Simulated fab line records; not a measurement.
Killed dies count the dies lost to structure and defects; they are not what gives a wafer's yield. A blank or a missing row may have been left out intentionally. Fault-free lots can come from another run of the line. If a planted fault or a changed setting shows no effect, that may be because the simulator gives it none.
fab line records :: flow ritCmos
[record]
  lots = 6
  wafers = 18
  lastDay = 7
route steps=202 shown SDANNEAL@153 PSD@157 NSD@158 PLDD@159 NLDD@160 SILICIDE@161 M1@202
lots untouched by any fault: they come from a run of this same line in which no faults occurred
startH: the number of hours between the record's first day and the start of the first shown wafer of the lot :: waitH: hours elapsed since this lot's preceding step :: " unchanged from the row above :: L1.1+2: a single row standing in for several wafers :: - no value present, or no start provided :: * or withheld: withheld :: < > ~ a bound
route shown NAME@n: a module of which the file shows steps, and the number in the route of the first :: usual: the fault-free wafers' mean and standard deviation :: same: alike in all rows :: chamber/n: place in a boat :: sites: readings site by site :: _std_site: standard deviation of those values :: _edge_site: outer sites' mean less inner sites' :: radiusMm: how far each site lies from the wafer's centre :: mask NAME#n: copy n :: behind: tool/chamber where the wafer was last shaped :: hold: why the lot went on hold/how many hours it stayed there/how the hold came to an end :: device: which transistor (n, p or np) failed to switch :: end of line: tests of these same wafers at the route's end :: a step with no rows: only its recipe :: killed: dies lost to structure and defects at the first sort, not the wafer's yield :: map: a wafer's dies, marking killed ones x, the rest . and places with no die _
set.NAME: the run value of the setting; set.NAME@STEP: its run value at that earlier step :: model.NAME: the simulator's own value behind a step, which no gauge read
lots seen at some steps along the route; tables by step, rows by wafer
services: from which hour (startH, from the record's first day; less than 0 if before it) a tool's chamber was out of use, for how many hours, and why
[[steps]]
[step RIT_SDANNEAL_CLEAN_00]
[recipe]
  chemistry = SC1
  mix = 3:3:50
  timeS = 600
  tempC = 75
[step RIT_SDANNEAL_CLEAN_01]
[recipe]
  chemistry = dHF
  dilution = 50:1
  timeS = 30
[step RIT_SDANNEAL_CLEAN_02]
[recipe]
  chemistry = SC2
  mix = 3:3:50
  timeS = 600
  tempC = 75
  dry = n2Spin
[step RIT_SDANNEAL_RTA_03]
[recipe]
  tempC = 1050
  timeS = 5.174
  idleTempC = 600
  rampUpCPerS = 342
  rampDownCPerS = 171
  coolToC = 600
  ambient = N2
[usual]
  wafer_temp_C_max = 1053.5/1.2
lot.wafer: L543.1
tool: rtpAnneal-02
chamber: 0
startH: 93.29
waitH: 0.0
wafer_temp_C_max: 1053.7

lot.wafer: L543.2
tool: rtpAnneal-02
chamber: 0
startH: 93.29
waitH: 0.0
wafer_temp_C_max: 1052.3

lot.wafer: L543.6
tool: rtpAnneal-02
chamber: 0
startH: 93.29
waitH: 0.0
wafer_temp_C_max: 1054.8

lot.wafer: L546.1
tool: rtpAnneal-01
chamber: 0
startH: 107.59
waitH: 0.0
wafer_temp_C_max: 1054.0

lot.wafer: L546.3
tool: rtpAnneal-01
chamber: 0
startH: 107.59
waitH: 0.0
wafer_temp_C_max: 1050.7

lot.wafer: L546.6
tool: rtpAnneal-01
chamber: 0
startH: 107.59
waitH: 0.0
wafer_temp_C_max: 1053.2

lot.wafer: L551.2
tool: rtpAnneal-01
chamber: 0
startH: 125.25
waitH: 0.0
wafer_temp_C_max: 1053.6

lot.wafer: L551.3
tool: rtpAnneal-01
chamber: 0
startH: 125.25
waitH: 0.0
wafer_temp_C_max: 1053.7

lot.wafer: L551.5
tool: rtpAnneal-01
chamber: 0
startH: 125.25
waitH: 0.0
wafer_temp_C_max: 1052.6

lot.wafer: L552.1
tool: rtpAnneal-01
chamber: 0
startH: 133.29
waitH: 0.0
wafer_temp_C_max: 1051.7

lot.wafer: L552.2
tool: rtpAnneal-01
chamber: 0
startH: 133.29
waitH: 0.0
wafer_temp_C_max: 1055.4

lot.wafer: L552.3
tool: rtpAnneal-01
chamber: 0
startH: 133.29
waitH: 0.0
wafer_temp_C_max: 1053.2

lot.wafer: L554.3
tool: rtpAnneal-01
chamber: 0
startH: 142.37
waitH: 0.0
wafer_temp_C_max: 1054.5

lot.wafer: L554.4
tool: rtpAnneal-01
chamber: 0
startH: 142.37
waitH: 0.0
wafer_temp_C_max: 1054.2

lot.wafer: L554.5
tool: rtpAnneal-01
chamber: 0
startH: 142.37
waitH: 0.0
wafer_temp_C_max: 1053.2

lot.wafer: L557.2
tool: rtpAnneal-02
chamber: 0
startH: 155.96
waitH: 0.0
wafer_temp_C_max: 1054.1

lot.wafer: L557.4
tool: rtpAnneal-02
chamber: 0
startH: 155.96
waitH: 0.0
wafer_temp_C_max: 1053.2

lot.wafer: L557.5
tool: rtpAnneal-02
chamber: 0
startH: 155.96
waitH: 0.0
wafer_temp_C_max: 1053.6
[step RIT_SDANNEAL_RS_MEAS_04]
[recipe]
  thkMeasGauge = four-point-probe
[usual]
  PSD_RS = 115.5/0.34
lot.wafer: L543.1
tool: filmMetro-04
chamber: -
startH: 93.34
waitH: 0.0
PSD_RS[ohm/sq]: 115.5

lot.wafer: L543.2
tool: filmMetro-04
chamber: -
startH: 93.34
waitH: 0.0
PSD_RS[ohm/sq]: 115.0

lot.wafer: L543.6
tool: filmMetro-04
chamber: -
startH: 93.34
waitH: 0.0
PSD_RS[ohm/sq]: 115.2

lot.wafer: L546.1
tool: filmMetro-04
chamber: -
startH: 107.65
waitH: 0.0
PSD_RS[ohm/sq]: 115.2

lot.wafer: L546.3
tool: filmMetro-04
chamber: -
startH: 107.65
waitH: 0.0
PSD_RS[ohm/sq]: 115.8

lot.wafer: L546.6
tool: filmMetro-04
chamber: -
startH: 107.65
waitH: 0.0
PSD_RS[ohm/sq]: 115.9

lot.wafer: L551.2
tool: filmMetro-04
chamber: -
startH: 125.32
waitH: 0.1
PSD_RS[ohm/sq]: 115.9

lot.wafer: L551.3
tool: filmMetro-04
chamber: -
startH: 125.32
waitH: 0.1
PSD_RS[ohm/sq]: 115.5

lot.wafer: L551.5
tool: filmMetro-04
chamber: -
startH: 125.32
waitH: 0.1
PSD_RS[ohm/sq]: 115.8

lot.wafer: L552.1
tool: filmMetro-04
chamber: -
startH: 133.34
waitH: 0.0
PSD_RS[ohm/sq]: 115.2

lot.wafer: L552.2
tool: filmMetro-04
chamber: -
startH: 133.34
waitH: 0.0
PSD_RS[ohm/sq]: 114.9

lot.wafer: L552.3
tool: filmMetro-04
chamber: -
startH: 133.34
waitH: 0.0
PSD_RS[ohm/sq]: 115.3

lot.wafer: L554.3
tool: filmMetro-03
chamber: -
startH: 142.45
waitH: 0.1
PSD_RS[ohm/sq]: 115.3

lot.wafer: L554.4
tool: filmMetro-03
chamber: -
startH: 142.45
waitH: 0.1
PSD_RS[ohm/sq]: 115.5

lot.wafer: L554.5
tool: filmMetro-03
chamber: -
startH: 142.45
waitH: 0.1
PSD_RS[ohm/sq]: 115.5

lot.wafer: L557.2
tool: filmMetro-01
chamber: -
startH: 156.03
waitH: 0.1
PSD_RS[ohm/sq]: 115.7

lot.wafer: L557.4
tool: filmMetro-01
chamber: -
startH: 156.03
waitH: 0.1
PSD_RS[ohm/sq]: 115.5

lot.wafer: L557.5
tool: filmMetro-01
chamber: -
startH: 156.03
waitH: 0.1
PSD_RS[ohm/sq]: 115.8
[step RIT_SDANNEAL_RS_MEAS_05]
[recipe]
  thkMeasGauge = four-point-probe
[usual]
  NSD_RS = 84.46/0.28
lot.wafer: L543.1
tool: filmMetro-04
chamber: -
startH: 93.46
waitH: 0.1
NSD_RS[ohm/sq]: 84.56

lot.wafer: L543.2
tool: filmMetro-04
chamber: -
startH: 93.46
waitH: 0.1
NSD_RS[ohm/sq]: 84.71

lot.wafer: L543.6
tool: filmMetro-04
chamber: -
startH: 93.46
waitH: 0.1
NSD_RS[ohm/sq]: 84.43

lot.wafer: L546.1
tool: filmMetro-04
chamber: -
startH: 107.77
waitH: 0.1
NSD_RS[ohm/sq]: 84.63

lot.wafer: L546.3
tool: filmMetro-04
chamber: -
startH: 107.77
waitH: 0.1
NSD_RS[ohm/sq]: 84.90

lot.wafer: L546.6
tool: filmMetro-04
chamber: -
startH: 107.77
waitH: 0.1
NSD_RS[ohm/sq]: 84.70

lot.wafer: L551.2
tool: filmMetro-04
chamber: -
startH: 125.44
waitH: 0.1
NSD_RS[ohm/sq]: 84.69

lot.wafer: L551.3
tool: filmMetro-04
chamber: -
startH: 125.44
waitH: 0.1
NSD_RS[ohm/sq]: 84.25

lot.wafer: L551.5
tool: filmMetro-04
chamber: -
startH: 125.44
waitH: 0.1
NSD_RS[ohm/sq]: 84.50

lot.wafer: L552.1
tool: filmMetro-04
chamber: -
startH: 133.46
waitH: 0.1
NSD_RS[ohm/sq]: 84.46

lot.wafer: L552.2
tool: filmMetro-04
chamber: -
startH: 133.46
waitH: 0.1
NSD_RS[ohm/sq]: 84.50

lot.wafer: L552.3
tool: filmMetro-04
chamber: -
startH: 133.46
waitH: 0.1
NSD_RS[ohm/sq]: 84.36

lot.wafer: L554.3
tool: filmMetro-03
chamber: -
startH: 142.57
waitH: 0.1
NSD_RS[ohm/sq]: 84.23

lot.wafer: L554.4
tool: filmMetro-03
chamber: -
startH: 142.57
waitH: 0.1
NSD_RS[ohm/sq]: 84.36

lot.wafer: L554.5
tool: filmMetro-03
chamber: -
startH: 142.57
waitH: 0.1
NSD_RS[ohm/sq]: 84.22

lot.wafer: L557.2
tool: filmMetro-01
chamber: -
startH: 156.15
waitH: 0.1
NSD_RS[ohm/sq]: 84.03

lot.wafer: L557.4
tool: filmMetro-01
chamber: -
startH: 156.15
waitH: 0.1
NSD_RS[ohm/sq]: 84.14

lot.wafer: L557.5
tool: filmMetro-01
chamber: -
startH: 156.15
waitH: 0.1
NSD_RS[ohm/sq]: 84.19
[step RIT_SDANNEAL_RS_MEAS_06]
[recipe]
  thkMeasGauge = four-point-probe
[usual]
  PLDD_RS = 178.2/0.44
lot.wafer: L543.1
tool: filmMetro-04
chamber: -
startH: 93.58
waitH: 0.1
PLDD_RS[ohm/sq]: 178.4

lot.wafer: L543.2
tool: filmMetro-04
chamber: -
startH: 93.58
waitH: 0.1
PLDD_RS[ohm/sq]: 177.5

lot.wafer: L543.6
tool: filmMetro-04
chamber: -
startH: 93.58
waitH: 0.1
PLDD_RS[ohm/sq]: 178.3

lot.wafer: L546.1
tool: filmMetro-04
chamber: -
startH: 107.89
waitH: 0.1
PLDD_RS[ohm/sq]: 178.8

lot.wafer: L546.3
tool: filmMetro-04
chamber: -
startH: 107.89
waitH: 0.1
PLDD_RS[ohm/sq]: 178.8

lot.wafer: L546.6
tool: filmMetro-04
chamber: -
startH: 107.89
waitH: 0.1
PLDD_RS[ohm/sq]: 178.8

lot.wafer: L551.2
tool: filmMetro-04
chamber: -
startH: 125.56
waitH: 0.1
PLDD_RS[ohm/sq]: 178.6

lot.wafer: L551.3
tool: filmMetro-04
chamber: -
startH: 125.56
waitH: 0.1
PLDD_RS[ohm/sq]: 178.5

lot.wafer: L551.5
tool: filmMetro-04
chamber: -
startH: 125.56
waitH: 0.1
PLDD_RS[ohm/sq]: 178.6

lot.wafer: L552.1
tool: filmMetro-04
chamber: -
startH: 133.58
waitH: 0.1
PLDD_RS[ohm/sq]: 177.6

lot.wafer: L552.2
tool: filmMetro-04
chamber: -
startH: 133.58
waitH: 0.1
PLDD_RS[ohm/sq]: 177.6

lot.wafer: L552.3
tool: filmMetro-04
chamber: -
startH: 133.58
waitH: 0.1
PLDD_RS[ohm/sq]: 178.1

lot.wafer: L554.3
tool: filmMetro-03
chamber: -
startH: 142.69
waitH: 0.1
PLDD_RS[ohm/sq]: 177.7

lot.wafer: L554.4
tool: filmMetro-03
chamber: -
startH: 142.69
waitH: 0.1
PLDD_RS[ohm/sq]: 178.1

lot.wafer: L554.5
tool: filmMetro-03
chamber: -
startH: 142.69
waitH: 0.1
PLDD_RS[ohm/sq]: 178.1

lot.wafer: L557.2
tool: filmMetro-01
chamber: -
startH: 156.27
waitH: 0.1
PLDD_RS[ohm/sq]: 178.1

lot.wafer: L557.4
tool: filmMetro-01
chamber: -
startH: 156.27
waitH: 0.1
PLDD_RS[ohm/sq]: 177.9

lot.wafer: L557.5
tool: filmMetro-01
chamber: -
startH: 156.27
waitH: 0.1
PLDD_RS[ohm/sq]: 178.3
[step RIT_SDANNEAL_RS_MEAS_07]
[recipe]
  thkMeasGauge = four-point-probe
[usual]
  NLDD_RS = 151.5/0.55
lot.wafer: L543.1
tool: filmMetro-04
chamber: -
startH: 93.70
waitH: 0.1
NLDD_RS[ohm/sq]: 152.2

lot.wafer: L543.2
tool: filmMetro-04
chamber: -
startH: 93.70
waitH: 0.1
NLDD_RS[ohm/sq]: 151.9

lot.wafer: L543.6
tool: filmMetro-04
chamber: -
startH: 93.70
waitH: 0.1
NLDD_RS[ohm/sq]: 151.7

lot.wafer: L546.1
tool: filmMetro-04
chamber: -
startH: 108.01
waitH: 0.1
NLDD_RS[ohm/sq]: 150.9

lot.wafer: L546.3
tool: filmMetro-04
chamber: -
startH: 108.01
waitH: 0.1
NLDD_RS[ohm/sq]: 151.2

lot.wafer: L546.6
tool: filmMetro-04
chamber: -
startH: 108.01
waitH: 0.1
NLDD_RS[ohm/sq]: 151.2

lot.wafer: L551.2
tool: filmMetro-04
chamber: -
startH: 125.68
waitH: 0.1
NLDD_RS[ohm/sq]: 151.7

lot.wafer: L551.3
tool: filmMetro-04
chamber: -
startH: 125.68
waitH: 0.1
NLDD_RS[ohm/sq]: 151.2

lot.wafer: L551.5
tool: filmMetro-04
chamber: -
startH: 125.68
waitH: 0.1
NLDD_RS[ohm/sq]: 152.1

lot.wafer: L552.1
tool: filmMetro-04
chamber: -
startH: 133.70
waitH: 0.1
NLDD_RS[ohm/sq]: 150.8

lot.wafer: L552.2
tool: filmMetro-04
chamber: -
startH: 133.70
waitH: 0.1
NLDD_RS[ohm/sq]: 151.8

lot.wafer: L552.3
tool: filmMetro-04
chamber: -
startH: 133.70
waitH: 0.1
NLDD_RS[ohm/sq]: 151.7

lot.wafer: L554.3
tool: filmMetro-03
chamber: -
startH: 142.81
waitH: 0.1
NLDD_RS[ohm/sq]: 150.8

lot.wafer: L554.4
tool: filmMetro-03
chamber: -
startH: 142.81
waitH: 0.1
NLDD_RS[ohm/sq]: 150.7

lot.wafer: L554.5
tool: filmMetro-03
chamber: -
startH: 142.81
waitH: 0.1
NLDD_RS[ohm/sq]: 150.8

lot.wafer: L557.2
tool: filmMetro-01
chamber: -
startH: 156.39
waitH: 0.1
NLDD_RS[ohm/sq]: 151.1

lot.wafer: L557.4
tool: filmMetro-01
chamber: -
startH: 156.39
waitH: 0.1
NLDD_RS[ohm/sq]: 151.8

lot.wafer: L557.5
tool: filmMetro-01
chamber: -
startH: 156.39
waitH: 0.1
NLDD_RS[ohm/sq]: 151.3
[step RIT_SILICIDE_WET_ETCH_00]
[recipe]
  chemistry = BOE
  target = SiO2
  targetDepthNm = 14
  timeS = 15
  dry = n2Spin
  dilution = 10:1
  tempC = 21.5
[step RIT_SILICIDE_SPUTTER_01]
[recipe]
  material = Ti
  targetThkNm = 30
  powerW = 337.5
  chamberPressurePa = 0.667
  gas = Ar
  timeS = 240
  substrateTempC = 25
[usual]
  throttleValvePct = 30.2/1.5
lot.wafer: L543.1
tool: pvdSputter-02
chamber: -
startH: 93.84
waitH: 0.0
throttleValvePct: 28.0

lot.wafer: L543.2
tool: pvdSputter-02
chamber: -
startH: 93.84
waitH: 0.0
throttleValvePct: 30.0

lot.wafer: L543.6
tool: pvdSputter-02
chamber: -
startH: 93.84
waitH: 0.0
throttleValvePct: 31.9

lot.wafer: L546.1
tool: pvdSputter-01
chamber: -
startH: 108.14
waitH: 0.0
throttleValvePct: 29.9

lot.wafer: L546.3
tool: pvdSputter-01
chamber: -
startH: 108.14
waitH: 0.0
throttleValvePct: 31.5

lot.wafer: L546.6
tool: pvdSputter-01
chamber: -
startH: 108.14
waitH: 0.0
throttleValvePct: 31.8

lot.wafer: L551.2
tool: pvdSputter-01
chamber: -
startH: 125.79
waitH: 0.0
throttleValvePct: 31.5

lot.wafer: L551.3
tool: pvdSputter-01
chamber: -
startH: 125.79
waitH: 0.0
throttleValvePct: 29.9

lot.wafer: L551.5
tool: pvdSputter-01
chamber: -
startH: 125.79
waitH: 0.0
throttleValvePct: 31.7

lot.wafer: L552.1
tool: pvdSputter-01
chamber: -
startH: 133.84
waitH: 0.0
throttleValvePct: 29.6

lot.wafer: L552.2
tool: pvdSputter-01
chamber: -
startH: 133.84
waitH: 0.0
throttleValvePct: 30.1

lot.wafer: L552.3
tool: pvdSputter-01
chamber: -
startH: 133.84
waitH: 0.0
throttleValvePct: 31.8

lot.wafer: L554.3
tool: pvdSputter-01
chamber: -
startH: 142.90
waitH: 0.0
throttleValvePct: 30.3

lot.wafer: L554.4
tool: pvdSputter-01
chamber: -
startH: 142.90
waitH: 0.0
throttleValvePct: 30.3

lot.wafer: L554.5
tool: pvdSputter-01
chamber: -
startH: 142.90
waitH: 0.0
throttleValvePct: 28.4

lot.wafer: L557.2
tool: pvdSputter-02
chamber: -
startH: 156.50
waitH: 0.0
throttleValvePct: 32.0

lot.wafer: L557.4
tool: pvdSputter-02
chamber: -
startH: 156.50
waitH: 0.0
throttleValvePct: 29.6

lot.wafer: L557.5
tool: pvdSputter-02
chamber: -
startH: 156.50
waitH: 0.0
throttleValvePct: 32.1
[step RIT_SILICIDE_RS_MEAS_02]
[recipe]
  thkMeasGauge = four-point-probe
  reads = Ti_of_SILICIDE_SPUTTER_01
[usual]
  SILICIDE_TI_RS = 50.3/0.82
lot.wafer: L543.1
tool: filmMetro-04
chamber: -
startH: 93.99
waitH: 0.1
SILICIDE_TI_RS[ohm/sq]: 48.8

lot.wafer: L543.2
tool: filmMetro-04
chamber: -
startH: 93.99
waitH: 0.1
SILICIDE_TI_RS[ohm/sq]: 49.4

lot.wafer: L543.6
tool: filmMetro-04
chamber: -
startH: 93.99
waitH: 0.1
SILICIDE_TI_RS[ohm/sq]: 49.4

lot.wafer: L546.1
tool: filmMetro-01
chamber: -
startH: 108.29
waitH: 0.1
SILICIDE_TI_RS[ohm/sq]: 50.0

lot.wafer: L546.3
tool: filmMetro-01
chamber: -
startH: 108.29
waitH: 0.1
SILICIDE_TI_RS[ohm/sq]: 50.0

lot.wafer: L546.6
tool: filmMetro-01
chamber: -
startH: 108.29
waitH: 0.1
SILICIDE_TI_RS[ohm/sq]: 49.8

lot.wafer: L551.2
tool: filmMetro-02
chamber: -
startH: 125.96
waitH: 0.1
SILICIDE_TI_RS[ohm/sq]: 51.6

lot.wafer: L551.3
tool: filmMetro-02
chamber: -
startH: 125.96
waitH: 0.1
SILICIDE_TI_RS[ohm/sq]: 52.0

lot.wafer: L551.5
tool: filmMetro-02
chamber: -
startH: 125.96
waitH: 0.1
SILICIDE_TI_RS[ohm/sq]: 51.9

lot.wafer: L552.1
tool: filmMetro-04
chamber: -
startH: 133.99
waitH: 0.1
SILICIDE_TI_RS[ohm/sq]: 50.6

lot.wafer: L552.2
tool: filmMetro-04
chamber: -
startH: 133.99
waitH: 0.1
SILICIDE_TI_RS[ohm/sq]: 50.5

lot.wafer: L552.3
tool: filmMetro-04
chamber: -
startH: 133.99
waitH: 0.1
SILICIDE_TI_RS[ohm/sq]: 50.4

lot.wafer: L554.3
tool: filmMetro-01
chamber: -
startH: 143.09
waitH: 0.1
SILICIDE_TI_RS[ohm/sq]: 51.4

lot.wafer: L554.4
tool: filmMetro-01
chamber: -
startH: 143.09
waitH: 0.1
SILICIDE_TI_RS[ohm/sq]: 50.3

lot.wafer: L554.5
tool: filmMetro-01
chamber: -
startH: 143.09
waitH: 0.1
SILICIDE_TI_RS[ohm/sq]: 51.0

lot.wafer: L557.2
tool: filmMetro-04
chamber: -
startH: 156.67
waitH: 0.1
SILICIDE_TI_RS[ohm/sq]: 50.1

lot.wafer: L557.4
tool: filmMetro-04
chamber: -
startH: 156.67
waitH: 0.1
SILICIDE_TI_RS[ohm/sq]: 50.7

lot.wafer: L557.5
tool: filmMetro-04
chamber: -
startH: 156.67
waitH: 0.1
SILICIDE_TI_RS[ohm/sq]: 50.1
[step RIT_SILICIDE_THK_MEAS_03]
[recipe]
  thkMeasGauge = xrf
  reads = Ti_of_SILICIDE_SPUTTER_01
[usual]
  SILICIDE_TI_THK = 28.7/0.36
lot.wafer: L543.1
tool: filmMetro-04
chamber: -
startH: 94.11
waitH: 0.1
SILICIDE_TI_THK[nm]: 29.3

lot.wafer: L543.2
tool: filmMetro-04
chamber: -
startH: 94.11
waitH: 0.1
SILICIDE_TI_THK[nm]: 28.8

lot.wafer: L543.6
tool: filmMetro-04
chamber: -
startH: 94.11
waitH: 0.1
SILICIDE_TI_THK[nm]: 29.0

lot.wafer: L546.1
tool: filmMetro-01
chamber: -
startH: 108.41
waitH: 0.1
SILICIDE_TI_THK[nm]: 28.8

lot.wafer: L546.3
tool: filmMetro-01
chamber: -
startH: 108.41
waitH: 0.1
SILICIDE_TI_THK[nm]: 28.9

lot.wafer: L546.6
tool: filmMetro-01
chamber: -
startH: 108.41
waitH: 0.1
SILICIDE_TI_THK[nm]: 29.0

lot.wafer: L551.2
tool: filmMetro-02
chamber: -
startH: 126.07
waitH: 0.1
SILICIDE_TI_THK[nm]: 28.2

lot.wafer: L551.3
tool: filmMetro-02
chamber: -
startH: 126.07
waitH: 0.1
SILICIDE_TI_THK[nm]: 28.1

lot.wafer: L551.5
tool: filmMetro-02
chamber: -
startH: 126.07
waitH: 0.1
SILICIDE_TI_THK[nm]: 28.1

lot.wafer: L552.1
tool: filmMetro-04
chamber: -
startH: 134.11
waitH: 0.1
SILICIDE_TI_THK[nm]: 28.5

lot.wafer: L552.2
tool: filmMetro-04
chamber: -
startH: 134.11
waitH: 0.1
SILICIDE_TI_THK[nm]: 28.5

lot.wafer: L552.3
tool: filmMetro-04
chamber: -
startH: 134.11
waitH: 0.1
SILICIDE_TI_THK[nm]: 28.5

lot.wafer: L554.3
tool: filmMetro-01
chamber: -
startH: 143.19
waitH: 0.1
SILICIDE_TI_THK[nm]: 28.1

lot.wafer: L554.4
tool: filmMetro-01
chamber: -
startH: 143.19
waitH: 0.1
SILICIDE_TI_THK[nm]: 28.8

lot.wafer: L554.5
tool: filmMetro-01
chamber: -
startH: 143.19
waitH: 0.1
SILICIDE_TI_THK[nm]: 28.4

lot.wafer: L557.2
tool: filmMetro-04
chamber: -
startH: 156.78
waitH: 0.1
SILICIDE_TI_THK[nm]: 28.8

lot.wafer: L557.4
tool: filmMetro-04
chamber: -
startH: 156.78
waitH: 0.1
SILICIDE_TI_THK[nm]: 28.5

lot.wafer: L557.5
tool: filmMetro-04
chamber: -
startH: 156.78
waitH: 0.1
SILICIDE_TI_THK[nm]: 28.8
[step RIT_SILICIDE_RTA_04]
[recipe]
  tempC = 650
  timeS = 10
  idleTempC = 25
  rampUpS = 5
  rampDownS = 5
  coolToC = 25
  ambient = N2
[usual]
  wafer_temp_C_max = 653.6/0.72
lot.wafer: L543.1
tool: rtpAnneal-01
chamber: 0
startH: 94.17
waitH: 0.1
wafer_temp_C_max: 653.1

lot.wafer: L543.2
tool: rtpAnneal-01
chamber: 0
startH: 94.17
waitH: 0.1
wafer_temp_C_max: 653.1

lot.wafer: L543.6
tool: rtpAnneal-01
chamber: 0
startH: 94.17
waitH: 0.1
wafer_temp_C_max: 654.4

lot.wafer: L546.1
tool: rtpAnneal-02
chamber: 0
startH: 108.47
waitH: 0.1
wafer_temp_C_max: 653.2

lot.wafer: L546.3
tool: rtpAnneal-02
chamber: 0
startH: 108.47
waitH: 0.1
wafer_temp_C_max: 655.5

lot.wafer: L546.6
tool: rtpAnneal-02
chamber: 0
startH: 108.47
waitH: 0.1
wafer_temp_C_max: 654.0

lot.wafer: L551.2
tool: rtpAnneal-01
chamber: 0
startH: 126.14
waitH: 0.1
wafer_temp_C_max: 653.4

lot.wafer: L551.3
tool: rtpAnneal-01
chamber: 0
startH: 126.14
waitH: 0.1
wafer_temp_C_max: 654.6

lot.wafer: L551.5
tool: rtpAnneal-01
chamber: 0
startH: 126.14
waitH: 0.1
wafer_temp_C_max: 654.4

lot.wafer: L552.1
tool: rtpAnneal-02
chamber: 0
startH: 134.17
waitH: 0.1
wafer_temp_C_max: 657.9

lot.wafer: L552.2
tool: rtpAnneal-02
chamber: 0
startH: 134.17
waitH: 0.1
wafer_temp_C_max: 658.4

lot.wafer: L552.3
tool: rtpAnneal-02
chamber: 0
startH: 134.17
waitH: 0.1
wafer_temp_C_max: 656.6

lot.wafer: L554.3
tool: rtpAnneal-02
chamber: 0
startH: 143.25
waitH: 0.1
wafer_temp_C_max: 656.9

lot.wafer: L554.4
tool: rtpAnneal-02
chamber: 0
startH: 143.25
waitH: 0.1
wafer_temp_C_max: 657.5

lot.wafer: L554.5
tool: rtpAnneal-02
chamber: 0
startH: 143.25
waitH: 0.1
wafer_temp_C_max: 658.2

lot.wafer: L557.2
tool: rtpAnneal-01
chamber: 0
startH: 156.84
waitH: 0.1
wafer_temp_C_max: 652.8

lot.wafer: L557.4
tool: rtpAnneal-01
chamber: 0
startH: 156.84
waitH: 0.1
wafer_temp_C_max: 653.6

lot.wafer: L557.5
tool: rtpAnneal-01
chamber: 0
startH: 156.84
waitH: 0.1
wafer_temp_C_max: 653.3
[step RIT_SILICIDE_WET_ETCH_05]
[recipe]
  chemistry = SPM
  target = Ti
  tempC = 90
  timeS = 120
  dry = n2Spin
[step RIT_M1_PROBE_99]
[usual]
  killedAtFrontEnd = 7.5/2.8
  killedDies = 7.6/2.9
  killedOpen = 3.7/2
  killedShort = 3.8/2
[same]
  grossDies = 264
  killed_at_M0_to_M3 = 0
  killed_at_M4_up = 0
  killedAtBackSide = 0
  killedAtContacts = 0
  killedAtOther = 0
lot.wafer: L551.2
tool: prober-01
chamber: -
startH: 132.63
waitH: 0.1
killedAtFrontEnd: 3
killedDies: 3
killedOpen: 1
killedShort: 2

lot.wafer: L551.3
tool: prober-01
chamber: -
startH: 132.68
waitH: 0.2
killedAtFrontEnd: 7
killedDies: 7
killedOpen: 4
killedShort: 3

lot.wafer: L551.5
tool: prober-01
chamber: -
startH: 132.78
waitH: 0.2
killedAtFrontEnd: 8
killedDies: 8
killedOpen: 4
killedShort: 4

lot.wafer: L552.1
tool: prober-01
chamber: -
startH: 141.14
waitH: 0.1
killedAtFrontEnd: 3
killedDies: 3
killedOpen: 2
killedShort: 1

lot.wafer: L552.2
tool: prober-01
chamber: -
startH: 141.19
waitH: 0.1
killedAtFrontEnd: 6
killedDies: 6
killedOpen: 5
killedShort: 1

lot.wafer: L552.3
tool: prober-01
chamber: -
startH: 141.24
waitH: 0.2
killedAtFrontEnd: 0
killedDies: 0
killedOpen: 0
killedShort: 0

lot.wafer: L554.3
tool: prober-01
chamber: -
startH: 150.03
waitH: 0.2
killedAtFrontEnd: 7
killedDies: 7
killedOpen: 4
killedShort: 3

lot.wafer: L554.4
tool: prober-01
chamber: -
startH: 150.08
waitH: 0.2
killedAtFrontEnd: 3
killedDies: 3
killedOpen: 1
killedShort: 2

lot.wafer: L554.5
tool: prober-01
chamber: -
startH: 150.13
waitH: 0.2
killedAtFrontEnd: 9
killedDies: 9
killedOpen: 6
killedShort: 3

lot.wafer: L557.2
tool: prober-02
chamber: -
startH: 163.29
waitH: 0.1
killedAtFrontEnd: 8
killedDies: 8
killedOpen: 5
killedShort: 3

lot.wafer: L557.4
tool: prober-02
chamber: -
startH: 163.39
waitH: 0.2
killedAtFrontEnd: 9
killedDies: 9
killedOpen: 6
killedShort: 3

lot.wafer: L557.5
tool: prober-02
chamber: -
startH: 163.44
waitH: 0.2
killedAtFrontEnd: 8
killedDies: 8
killedOpen: 3
killedShort: 5
// killed by level:class
L551.2 FOX2:geometricParticle:short=1 GATE:geometricParticle:short=1 SPACER:geometricParticle:open=1
L551.3 GATE:geometricParticle:open=2 GATE:geometricParticle:short=2 REOX:geometricParticle:open=2 REOX:geometricParticle:short=1
L551.5 GATE:geometricParticle:open=3 FOX2:geometricParticle:short=1 GATE:geometricParticle:short=1 REOX:geometricParticle:short=1 SPACER:geometricParticle:short=1 SPACER:geometricParticle:open=1
L552.1 GATE:geometricParticle:open=2 REOX:geometricParticle:short=1
L552.2 REOX:geometricParticle:open=2 SPACER:geometricParticle:open=2 GATE:geometricParticle:open=1 SPACER:geometricParticle:short=1
L554.3 GATE:geometricParticle:short=3 GATE:geometricParticle:open=2 FOX1:geometricParticle:open=1 SILICIDE:geometricParticle:open=1
L554.4 FOX2:geometricParticle:open=1 REOX:geometricParticle:short=1 SILICIDE:geometricParticle:short=1
L554.5 GATE:geometricParticle:short=2 GATE:geometricParticle:open=2 REOX:geometricParticle:open=2 FOX1:geometricParticle:open=1 SILICIDE:geometricParticle:open=1 SILICIDE:geometricParticle:short=1
L557.2 REOX:geometricParticle:open=4 GATE:geometricParticle:short=2 FOX1:geometricParticle:open=1 REOX:geometricParticle:short=1
L557.4 GATE:geometricParticle:open=2 REOX:geometricParticle:open=2 SPACER:geometricParticle:open=2 FOX2:geometricParticle:short=1 GATE:geometricParticle:short=1 REOX:geometricParticle:short=1
L557.5 GATE:geometricParticle:short=2 SILICIDE:geometricParticle:short=2 FOX2:geometricParticle:open=1 REOX:geometricParticle:short=1 REOX:geometricParticle:open=1 SILICIDE:geometricParticle:open=1
[[services]]
tool: pvdSputter-01
chamber: -
startH: 73.64
hours: 0.5
kind: repair

tool: rtpAnneal-02
chamber: -
startH: 147.55
hours: 5.6
kind: pm
[[key]]
[firstSign]
  step = RIT_SILICIDE_RTA_04
  reading = wafer_temp_C_max
  direction = up
  sigmas = 5.6
  usual = *
  struck = *
effect none on later readings
metAt RIT_SILICIDE_RTA_04
struckWafers L552.1,L552.2,L552.3,L554.3,L554.4,L554.5
testerLeftOut L552,L554
onsetBetween 108.47 134.17
[fault]
  kind = processParameterDrift
  tool = rtpAnneal-02
  chamber = -
  onsetH = 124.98
  steps = RIT_SILICIDE_RTA_04
  channel = tempC
  offset = *
  shape = step
  endH = 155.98
  actsIn = *
  stated = *
// testerLeftOut: of these lots the tester's yield and bins aren't shown, on N5 and GAA mostly nor the transistor test; their killed dies are dies lost to structure and defects alone, not to doping, threshold or leakage, so they don't give the yield
